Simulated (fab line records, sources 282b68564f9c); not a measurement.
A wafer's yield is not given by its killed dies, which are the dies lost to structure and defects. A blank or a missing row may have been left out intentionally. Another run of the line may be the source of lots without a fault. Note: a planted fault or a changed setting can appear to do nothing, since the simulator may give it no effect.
fab line records :: flow rit-cmos
record
  lots=15
  wafers=45
  last-day=7
route steps=202 shown ACTIVE@7
lots that met no fault: taken from a fault-free run of the same line
start-h: hours from the record's opening day to when the first of the lot's shown wafers began :: wait-h: time in hours since the lot's previous step :: " the same as in the row above :: L1.1+2: several wafers, shown together as one row :: - either no value or no given start :: * or withheld: withheld :: < > ~ a bound
route shown NAME@n: a module of which the file shows steps, and the number in the route of the first :: usual: mean and standard deviation over wafers with no fault :: same: alike in all rows :: chamber/n: place in a boat :: sites: readings site by site :: _std_site: the standard deviation of these :: _edge_site: inner sites' mean taken away from outer sites' mean :: radius-mm: for every site, how far away it sits from the centre of the wafer :: mask NAME#n: copy n :: behind: the most recent tool/chamber to have shaped the wafer :: hold: the reason the lot was held/the length of the hold in hours/how it ended :: device: the n, p or np transistor that did not switch :: end of line: the route-end tests of the same wafers :: step lacking rows: just its recipe :: killed: dies lost to structure and defects at the first sort, not the wafer's yield :: map: a wafer's dies, marking killed ones x, the rest . and places with no die _
set.NAME: the setting as run; set.NAME@STEP: as run at that earlier step :: model.NAME: the simulator's own value behind a step, which no gauge read
one table for each step of the route and one row for each wafer, over a sample of lots
## steps
# step RIT_ACTIVE_COAT_06
# recipe
  resist=NOVOLAK
  spin-rpm=3250
  resist-thk-nm=1000
# usual
  exhaust-pa=45.1/0.86
lot.wafer: L569.1
tool: litho-track-02
chamber: 0
start-h: 19.49
wait-h: 0.1
exhaust-pa: 46.3

lot.wafer: L569.3
tool: litho-track-02
chamber: 0
start-h: 19.49
wait-h: 0.1
exhaust-pa: 46.8

lot.wafer: L569.4
tool: litho-track-02
chamber: 0
start-h: 19.49
wait-h: 0.1
exhaust-pa: 45.3

lot.wafer: L571.3
tool: litho-track-04
chamber: 0
start-h: 29.37
wait-h: 0.1
exhaust-pa: 44.1

lot.wafer: L571.4
tool: litho-track-04
chamber: 0
start-h: 29.37
wait-h: 0.1
exhaust-pa: 44.6

lot.wafer: L571.5
tool: litho-track-04
chamber: 0
start-h: 29.37
wait-h: 0.1
exhaust-pa: 43.6

lot.wafer: L572.2
tool: litho-track-04
chamber: 0
start-h: 34.31
wait-h: 0.1
exhaust-pa: 46.8

lot.wafer: L572.4
tool: litho-track-04
chamber: 0
start-h: 34.31
wait-h: 0.1
exhaust-pa: 45.6

lot.wafer: L572.6
tool: litho-track-04
chamber: 0
start-h: 34.31
wait-h: 0.1
exhaust-pa: 46.4

lot.wafer: L573.1
tool: litho-track-01
chamber: 0
start-h: 39.99
wait-h: 0.1
exhaust-pa: 45.9

lot.wafer: L573.2
tool: litho-track-01
chamber: 0
start-h: 39.99
wait-h: 0.1
exhaust-pa: 45.3

lot.wafer: L573.5
tool: litho-track-01
chamber: 0
start-h: 39.99
wait-h: 0.1
exhaust-pa: 45.8

lot.wafer: L575.3
tool: litho-track-01
chamber: 0
start-h: 50.73
wait-h: 0.1
exhaust-pa: 45.2

lot.wafer: L575.4
tool: litho-track-01
chamber: 0
start-h: 50.73
wait-h: 0.1
exhaust-pa: 46.8

lot.wafer: L575.6
tool: litho-track-01
chamber: 0
start-h: 50.73
wait-h: 0.1
exhaust-pa: 46.3

lot.wafer: L580.1
tool: litho-track-04
chamber: 0
start-h: 74.69
wait-h: 0.1
exhaust-pa: 45.9

lot.wafer: L580.2
tool: litho-track-04
chamber: 0
start-h: 74.69
wait-h: 0.1
exhaust-pa: 46.0

lot.wafer: L580.4
tool: litho-track-04
chamber: 0
start-h: 74.69
wait-h: 0.1
exhaust-pa: 45.1

lot.wafer: L581.3
tool: litho-track-04
chamber: 0
start-h: 79.85
wait-h: 0.1
exhaust-pa: 44.9

lot.wafer: L581.4
tool: litho-track-04
chamber: 0
start-h: 79.85
wait-h: 0.1
exhaust-pa: 43.9

lot.wafer: L581.5
tool: litho-track-04
chamber: 0
start-h: 79.85
wait-h: 0.1
exhaust-pa: 45.0

lot.wafer: L582.3
tool: litho-track-04
chamber: 0
start-h: 84.75
wait-h: 0.1
exhaust-pa: 44.7

lot.wafer: L582.5
tool: litho-track-04
chamber: 0
start-h: 84.75
wait-h: 0.1
exhaust-pa: 45.1

lot.wafer: L582.6
tool: litho-track-04
chamber: 0
start-h: 84.75
wait-h: 0.1
exhaust-pa: 44.9

lot.wafer: L584.3
tool: litho-track-02
chamber: 0
start-h: 93.79
wait-h: 0.1
exhaust-pa: 45.2

lot.wafer: L584.4
tool: litho-track-02
chamber: 0
start-h: 93.79
wait-h: 0.1
exhaust-pa: 46.2

lot.wafer: L584.5
tool: litho-track-02
chamber: 0
start-h: 93.79
wait-h: 0.1
exhaust-pa: 44.7

lot.wafer: L585.1
tool: litho-track-01
chamber: 0
start-h: 99.08
wait-h: 0.1
exhaust-pa: 46.2

lot.wafer: L585.2
tool: litho-track-01
chamber: 0
start-h: 99.08
wait-h: 0.1
exhaust-pa: 45.0

lot.wafer: L585.6
tool: litho-track-01
chamber: 0
start-h: 99.08
wait-h: 0.1
exhaust-pa: 45.7

lot.wafer: L586.2
tool: litho-track-01
chamber: 0
start-h: 104.79
wait-h: 0.1
exhaust-pa: 44.4

lot.wafer: L586.4
tool: litho-track-01
chamber: 0
start-h: 104.79
wait-h: 0.1
exhaust-pa: 44.5

lot.wafer: L586.6
tool: litho-track-01
chamber: 0
start-h: 104.79
wait-h: 0.1
exhaust-pa: 44.3

lot.wafer: L587.1
tool: litho-track-02
chamber: 0
start-h: 108.74
wait-h: 0.1
exhaust-pa: 46.0

lot.wafer: L587.4
tool: litho-track-02
chamber: 0
start-h: 108.74
wait-h: 0.1
exhaust-pa: 45.7

lot.wafer: L587.6
tool: litho-track-02
chamber: 0
start-h: 108.74
wait-h: 0.1
exhaust-pa: 45.5

lot.wafer: L589.2
tool: litho-track-01
chamber: 0
start-h: 118.97
wait-h: 0.1
exhaust-pa: 45.3

lot.wafer: L589.3
tool: litho-track-01
chamber: 0
start-h: 118.97
wait-h: 0.1
exhaust-pa: 45.2

lot.wafer: L589.4
tool: litho-track-01
chamber: 0
start-h: 118.97
wait-h: 0.1
exhaust-pa: 45.1

lot.wafer: L590.2
tool: litho-track-02
chamber: 0
start-h: 124.65
wait-h: 0.1
exhaust-pa: 45.3

lot.wafer: L590.4
tool: litho-track-02
chamber: 0
start-h: 124.65
wait-h: 0.1
exhaust-pa: 44.1

lot.wafer: L590.5
tool: litho-track-02
chamber: 0
start-h: 124.65
wait-h: 0.1
exhaust-pa: 43.9

lot.wafer: L591.3
tool: litho-track-01
chamber: 0
start-h: 128.79
wait-h: 0.1
exhaust-pa: 44.1

lot.wafer: L591.4
tool: litho-track-01
chamber: 0
start-h: 128.79
wait-h: 0.1
exhaust-pa: 44.1

lot.wafer: L591.5
tool: litho-track-01
chamber: 0
start-h: 128.79
wait-h: 0.1
exhaust-pa: 44.4
# step RIT_ACTIVE_CD_MEAS_11
# recipe
  target-cd-nm=1400
# usual
  cd-nm=1399.6/2.2
lot.wafer: L569.1
tool: cd-sem-02
chamber: -
start-h: 20.47
wait-h: -
cd-nm: 1396.9

lot.wafer: L569.3
tool: cd-sem-02
chamber: -
start-h: 20.47
wait-h: -
cd-nm: 1400.3

lot.wafer: L569.4
tool: cd-sem-02
chamber: -
start-h: 20.47
wait-h: -
cd-nm: 1398.8

lot.wafer: L571.3
tool: cd-sem-01
chamber: -
start-h: 30.19
wait-h: -
cd-nm: 1400.3

lot.wafer: L571.4
tool: cd-sem-01
chamber: -
start-h: 30.19
wait-h: -
cd-nm: 1401.9

lot.wafer: L571.5
tool: cd-sem-01
chamber: -
start-h: 30.19
wait-h: -
cd-nm: 1401.0

lot.wafer: L572.2
tool: cd-sem-02
chamber: -
start-h: 35.13
wait-h: -
cd-nm: 1403.3

lot.wafer: L572.4
tool: cd-sem-02
chamber: -
start-h: 35.13
wait-h: -
cd-nm: 1400.1

lot.wafer: L572.6
tool: cd-sem-02
chamber: -
start-h: 35.13
wait-h: -
cd-nm: 1402.4

lot.wafer: L573.1
tool: cd-sem-02
chamber: -
start-h: 40.85
wait-h: -
cd-nm: 1399.9

lot.wafer: L573.2
tool: cd-sem-02
chamber: -
start-h: 40.85
wait-h: -
cd-nm: 1400.1

lot.wafer: L573.5
tool: cd-sem-02
chamber: -
start-h: 40.85
wait-h: -
cd-nm: 1400.1

lot.wafer: L575.3
tool: cd-sem-01
chamber: -
start-h: 51.42
wait-h: -
cd-nm: 1401.2

lot.wafer: L575.4
tool: cd-sem-01
chamber: -
start-h: 51.42
wait-h: -
cd-nm: 1400.5

lot.wafer: L575.6
tool: cd-sem-01
chamber: -
start-h: 51.42
wait-h: -
cd-nm: 1400.2

lot.wafer: L580.1
tool: cd-sem-02
chamber: -
start-h: 75.51
wait-h: -
cd-nm: 1425.1

lot.wafer: L580.2
tool: cd-sem-02
chamber: -
start-h: 75.51
wait-h: -
cd-nm: 1424.4

lot.wafer: L580.4
tool: cd-sem-02
chamber: -
start-h: 75.51
wait-h: -
cd-nm: 1428.0

lot.wafer: L581.3
tool: cd-sem-02
chamber: -
start-h: 80.67
wait-h: -
cd-nm: 1426.2

lot.wafer: L581.4
tool: cd-sem-02
chamber: -
start-h: 80.67
wait-h: -
cd-nm: 1426.2

lot.wafer: L581.5
tool: cd-sem-02
chamber: -
start-h: 80.67
wait-h: -
cd-nm: 1425.5

lot.wafer: L582.3
tool: cd-sem-02
chamber: -
start-h: 85.44
wait-h: -
cd-nm: 1419.5

lot.wafer: L582.5
tool: cd-sem-02
chamber: -
start-h: 85.44
wait-h: -
cd-nm: 1420.8

lot.wafer: L582.6
tool: cd-sem-02
chamber: -
start-h: 85.44
wait-h: -
cd-nm: 1420.9

lot.wafer: L584.3
tool: cd-sem-01
chamber: -
start-h: 94.60
wait-h: -
cd-nm: 1400.8

lot.wafer: L584.4
tool: cd-sem-01
chamber: -
start-h: 94.60
wait-h: -
cd-nm: 1399.8

lot.wafer: L584.5
tool: cd-sem-01
chamber: -
start-h: 94.60
wait-h: -
cd-nm: 1400.3

lot.wafer: L585.1
tool: cd-sem-02
chamber: -
start-h: 99.78
wait-h: -
cd-nm: 1396.2

lot.wafer: L585.2
tool: cd-sem-02
chamber: -
start-h: 99.78
wait-h: -
cd-nm: 1398.2

lot.wafer: L585.6
tool: cd-sem-02
chamber: -
start-h: 99.78
wait-h: -
cd-nm: 1398.4

lot.wafer: L586.2
tool: cd-sem-02
chamber: -
start-h: 105.66
wait-h: -
cd-nm: 1398.5

lot.wafer: L586.4
tool: cd-sem-02
chamber: -
start-h: 105.66
wait-h: -
cd-nm: 1398.5

lot.wafer: L586.6
tool: cd-sem-02
chamber: -
start-h: 105.66
wait-h: -
cd-nm: 1400.7

lot.wafer: L587.1
tool: cd-sem-01
chamber: -
start-h: 109.64
wait-h: -
cd-nm: 1402.3

lot.wafer: L587.4
tool: cd-sem-01
chamber: -
start-h: 109.64
wait-h: -
cd-nm: 1401.3

lot.wafer: L587.6
tool: cd-sem-01
chamber: -
start-h: 109.64
wait-h: -
cd-nm: 1403.3

lot.wafer: L589.2
tool: cd-sem-01
chamber: -
start-h: 119.79
wait-h: -
cd-nm: 1395.1

lot.wafer: L589.3
tool: cd-sem-01
chamber: -
start-h: 119.79
wait-h: -
cd-nm: 1398.9

lot.wafer: L589.4
tool: cd-sem-01
chamber: -
start-h: 119.79
wait-h: -
cd-nm: 1397.1

lot.wafer: L590.2
tool: cd-sem-01
chamber: -
start-h: 125.40
wait-h: -
cd-nm: 1399.3

lot.wafer: L590.4
tool: cd-sem-01
chamber: -
start-h: 125.40
wait-h: -
cd-nm: 1396.7

lot.wafer: L590.5
tool: cd-sem-01
chamber: -
start-h: 125.40
wait-h: -
cd-nm: 1400.4

lot.wafer: L591.3
tool: cd-sem-02
chamber: -
start-h: 129.48
wait-h: -
cd-nm: 1397.2

lot.wafer: L591.4
tool: cd-sem-02
chamber: -
start-h: 129.48
wait-h: -
cd-nm: 1398.9

lot.wafer: L591.5
tool: cd-sem-02
chamber: -
start-h: 129.48
wait-h: -
cd-nm: 1398.5
## key
first-sign
  step=RIT_ACTIVE_CD_MEAS_11
  reading=cd-nm
  direction=up
  sigmas=11
  usual=1399.6
  struck=1424.1
  through=control-loop
effect none on later readings
met-at RIT_ACTIVE_COAT_06
struck-lots L580,L581,L582
tester-left-out L580,L581,L582
loop-trim
  step=RIT_ACTIVE_EXPOSE_08
  setting=dose
  lots=L582
onset-between 34.31 74.69
fault
  kind=process-parameter-drift
  tool=litho-track-04
  chamber=-
  onset-h=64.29
  steps=RIT_ACTIVE_COAT_06
  channel=resist-thk-nm
  offset=284.38
  shape=step
  end-h=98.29
  acts-in=these-recipes-only
  stated=1000
# tester-left-out: of these lots the tester's yield and bins aren't shown, on N5 and GAA mostly nor the transistor test; their killed dies are dies lost to structure and defects alone, not to doping, threshold or leakage, so they don't give the yield
# loop-trim: a control loop set the setting to another value than it would have without faults
